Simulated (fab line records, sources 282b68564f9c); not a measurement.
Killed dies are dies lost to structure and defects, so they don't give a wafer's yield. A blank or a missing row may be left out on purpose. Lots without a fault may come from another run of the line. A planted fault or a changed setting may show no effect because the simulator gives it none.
A struck lot beside a sound one | flow rit_cmos | 14 steps out of a route of 202
Sound: wafers L616.2, L616.5, L616.6. Struck: wafers L614.1, L614.2, L614.6. The cause comes at the end.
At each step with rows: each side's tool, then ch and its chambers, then its first start. Under that, the readings that differ: sound wafers | struck wafers | difference of the means | sigmas: that difference in standard deviations of wafers without a fault.
alike: readings whose means differ by less than 2 such deviations, and words and numbers that are the same on both sides. not compared: withheld readings, readings that some wafer has no value for, bounds like >300 that may hide the same value, and numbers for which the record gives no deviation and whose values overlap.
The two part at a step that has a row with sigmas, a row that says differs or no value, or rows on one side only. Numbers that don't overlap but have no deviation are shown without sigmas and don't part them. A reading that every wafer of one side lacks parts them only if that side has two wafers or more.

first, 2 steps without rows for these wafers: RIT_NWELL_PEB_04; RIT_NWELL_DEVELOP_05 (develop time 68 s).
RIT_NWELL_OVL_MEAS_06:
  sound on overlay-02, day 5 01:42; struck on overlay-01, day 4 13:19
  reading        | sound          | struck        | difference | sigmas
  NWELL_OVL (nm) | -2.6 -4.2 -3.1 | 0.1 -0.2 -0.3 | +3.2       | +3
then, 2 steps without rows for these wafers: RIT_NWELL_HARDBAKE_07 (time 120 s); RIT_NWELL_IMPLANT_08.
RIT_NWELL_STRIP_09: strips in O2, time 180 s.
  sound on plasma_asher-02 ch 0,1, day 5 02:08; struck on plasma_asher-04 ch 0,1, day 4 13:44
  alike: drypump_motor_current_A
  not compared: rf_hours_counter_h
RIT_NWELL_TW_MEAS_10:
  sound on film_metro-02, day 5 02:19; struck on film_metro-02, day 4 13:55
  alike: NWELL_TW
then, 5 steps without rows for these wafers: RIT_PWELL_HMDS_00 (prime time 60 s); RIT_PWELL_COAT_01 (resist thk 1300 nm); RIT_PWELL_SOFTBAKE_02 (time 60 s); RIT_PWELL_EXPOSE_03 (exposes mask M3, target cd 43700 nm); RIT_PWELL_PEB_04.
RIT_PWELL_DEVELOP_05: develop time 68 s.
  sound on litho_track-01 ch 0, day 5 03:00; struck on litho_track-04, day 4 14:00
  no value came back on the struck wafers for chill_plate_temp_C (C), develop_time_s (s); on the sound wafers chill_plate_temp_C (C) reads 23.05 22.99 22.85
RIT_PWELL_OVL_MEAS_06:
  sound on overlay-01, day 5 03:23; struck on overlay-02, day 4 14:52
  reading        | sound         | struck | difference                    | sigmas
  PWELL_OVL (nm) | -0.1 0.3 -0.5 | - - -  | no value on the struck wafers |

WHERE THEY PART
First at RIT_NWELL_OVL_MEAS_06; last, within this record, at RIT_PWELL_OVL_MEAS_06.

WHY: what the simulator had put in
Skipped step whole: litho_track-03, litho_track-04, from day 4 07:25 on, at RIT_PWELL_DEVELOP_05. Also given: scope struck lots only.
